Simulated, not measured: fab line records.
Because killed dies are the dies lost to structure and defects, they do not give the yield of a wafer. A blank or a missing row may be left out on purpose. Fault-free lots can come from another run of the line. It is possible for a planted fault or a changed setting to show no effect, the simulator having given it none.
Which tool is to blame?    flow rit cmos    Sampling: 15 lots, 45 wafers, 4 of 202 route steps

## WHAT EACH GAUGE READ, for each wafer
RIT_CONTACT_CD_MEAS_08 targets a cd of 1000 nm. Usual: cd nm at 1000.3 nm, with a standard deviation of 2.
lot   measured     on         cd nm (nm)            flag
L521  day 4 00:17  cd sem-01  999.8 1001.1 1001.8   
L522  day 4 06:25  cd sem-01  1001.7 1002.5 1001.3  
L523  day 4 13:11  cd sem-01  998.4 1000.3 998.7    
L525  day 4 19:39  cd sem-01  1000.6 998.0 1001.6   
L528  day 5 08:17  cd sem-01  1000.9 1001.3 1003.5  
L529  day 5 12:24  cd sem-01  996.6 998.7 998.8     
L530  day 5 17:13  cd sem-01  997.7 997.3 999.0     
L532  day 6 02:13  cd sem-01  999.6 998.6 995.4     
L536  day 6 23:23  cd sem-01  999.2 997.6 1001.4    
L537  day 7 03:50  cd sem-01  998.1 996.6 997.6     
L538  day 7 05:16  cd sem-01  1001.2 1000.5 1001.6  
L539  day 7 12:19  cd sem-01  1000.6 1001.2 1001.0  
L540  day 7 19:19  cd sem-02  997.9 999.2 1000.5    
L541  day 8 01:55  cd sem-02  1000.6 1001.4 1002.5  
L542  day 8 09:09  cd sem-02  1002.3 1002.9 1004.6  

RIT_CONTACT_CD_MEAS_90 targets a cd of 1000 nm. Usual: cd nm at 1000.3 nm, with a standard deviation of 2.
lot   measured     on         cd nm (nm)            flag
L521  day 4 00:58  cd sem-01  999.9 1001.1 1001.6   
L522  day 4 07:05  cd sem-02  1002.1 1002.2 1001.5  
L523  day 4 13:51  cd sem-02  998.4 1000.1 999.5    
L525  day 4 20:19  cd sem-02  1000.8 998.0 1001.4   
L528  day 5 08:58  cd sem-02  1000.6 1000.7 1002.9  
L529  day 5 13:06  cd sem-02  996.4 998.7 998.9     
L530  day 5 18:01  cd sem-02  997.4 997.0 998.9     
L532  day 6 02:53  cd sem-01  999.4 998.9 995.5     
L536  day 7 00:04  cd sem-02  999.1 997.9 1000.9    
L537  day 7 04:31  cd sem-02  998.1 996.3 998.1     
L538  day 7 05:56  cd sem-01  1001.5 1000.7 1001.5  
L539  day 7 12:59  cd sem-02  1000.7 1001.6 1001.2  
L540  day 7 19:59  cd sem-02  998.4 999.7 1000.9    
L541  day 8 02:35  cd sem-02  1000.5 1001.7 1002.0  
L542  day 8 09:54  cd sem-02  1003.2 1002.8 1005.2  

## EACH LOT AND THE TOOL THAT RAN IT (in order: tool; ch and the chambers of the sampled wafers; start)
lot   RIT_NRETRO_STRIP_09                  RIT_NSD_EXPOSE_03
L521  plasma asher-02 ch 0,1, day 2 23:47  iline stepper-01 ch 0, day 3 19:13
L522  plasma asher-04 ch 0,1, day 3 02:23  iline stepper-02 ch 0, day 4 01:07
L523  plasma asher-02 ch 0,1, day 3 10:17  iline stepper-02 ch 0, day 4 07:40
L525  plasma asher-02 ch 0,1, day 3 17:13  iline stepper-01 ch 0, day 4 14:04
L528  plasma asher-02 ch 0,1, day 4 08:28  iline stepper-02, day 5 03:17
L529  plasma asher-03 ch 0,1, day 4 14:23  iline stepper-01, day 5 07:16
L530  plasma asher-03 ch 1, day 4 17:08    iline stepper-01, day 5 12:07
L532  plasma asher-03 ch 0,1, day 5 02:46  iline stepper-01 ch 0, day 5 21:13
L536  plasma asher-04 ch 0,1, day 6 00:37  iline stepper-02 ch 0, day 6 18:11
L537  plasma asher-03 ch 0,1, day 6 02:16  iline stepper-02 ch 0, day 6 22:51
L538  plasma asher-04 ch 0,1, day 6 06:05  iline stepper-01 ch 0, day 7 00:12
L539  plasma asher-03 ch 0,1, day 6 13:12  iline stepper-02 ch 0, day 7 07:02
L540  plasma asher-04 ch 0,1, day 6 17:59  iline stepper-01 ch 0, day 7 14:08
L541  plasma asher-04 ch 0,1, day 6 23:14  iline stepper-01 ch 0, day 7 20:50
L542  plasma asher-02 ch 0,1, day 7 04:08  iline stepper-01 ch 0, day 8 03:58
- RIT_NRETRO_STRIP_09: strips in O2, time 180 s.
- RIT_NSD_EXPOSE_03: exposes mask M9, target cd 40700 nm.

## AS READ BY THE TOOLS THEMSELVES (means over the sampled wafers that have a number; for cases with no such wafer, the mark the record gives instead)
RIT_NRETRO_STRIP_09. Usual: drypump motor current A 5.7 A, standard deviation 0.33; o2 flow sccm 4000 sccm, standard deviation 12.
lot   tool             drypump motor current A (A)  o2 flow sccm (sccm)  flag
L521  plasma asher-02  6.1                          3998                 
L522  plasma asher-04  5.4                          3994                 
L523  plasma asher-02  6.1                          4001                 
L525  plasma asher-02  6.1                          3994                 
L528  plasma asher-02  5.9                          3992                 
L529  plasma asher-03  5.5                          4001                 
L530  plasma asher-03  5.4                          4005                 
L532  plasma asher-03  5.6                          4000                 
L536  plasma asher-04  5.4                          3993                 
L537  plasma asher-03  5.6                          4004                 
L538  plasma asher-04  5.6                          4016                 
L539  plasma asher-03  5.5                          3998                 
L540  plasma asher-04  5.6                          4011                 
L541  plasma asher-04  5.4                          4011                 
L542  plasma asher-02  5.9                          4001                 

RIT_NSD_EXPOSE_03. Usual: exposure dose mJ cm2 249.94, standard deviation 0.27; focus offset nm -0.1 nm, standard deviation 0.52.
lot   tool              exposure dose mJ cm2  focus offset nm (nm)  flag
L521  iline stepper-01  249.85                -0.5                  
L522  iline stepper-02  250.06                -0.2                  
L523  iline stepper-02  249.68                -0.2                  
L525  iline stepper-01  250.39                -0.1                  
L528  iline stepper-02  -                     -                     OFF
L529  iline stepper-01  -                     -                     OFF
L530  iline stepper-01  -                     -                     OFF
L532  iline stepper-01  249.61                -0.7                  
L536  iline stepper-02  250.02                -0.6                  
L537  iline stepper-02  250.21                -1.1                  
L538  iline stepper-01  250.20                0.9                   
L539  iline stepper-02  249.59                -1.0                  
L540  iline stepper-01  249.89                0.5                   
L541  iline stepper-01  249.92                0.3                   
L542  iline stepper-01  249.96                0.1                   

## THE ANSWER, worked out from the rows above alone
Rule: lot off if the mean of its wafers having a number is beyond 3 standard deviations from the usual mean. A lot without any number at a reading at which 4 lots or more have one is off too. Where the step has rows for the other lots, those lots are counted as sound. First the gauges in route order, then the tools' own readings, where a lot's mean is used as printed above. The first step at which some lot is off is used, and at that step the reading that is off furthest; a lot without a number counts as furthest.
Off: L528, L529, L530, at RIT_NSD_EXPOSE_03 (exposure dose mJ cm2). Without a number there: L528, L529, L530.
If a tool, at that step or one of the process steps before it, ran each lot that is off and ran no sound lot following the first of them, it fits. Not one of the candidates tried fits.

## WHAT HAD BEEN PUT IN BY THE SIMULATOR
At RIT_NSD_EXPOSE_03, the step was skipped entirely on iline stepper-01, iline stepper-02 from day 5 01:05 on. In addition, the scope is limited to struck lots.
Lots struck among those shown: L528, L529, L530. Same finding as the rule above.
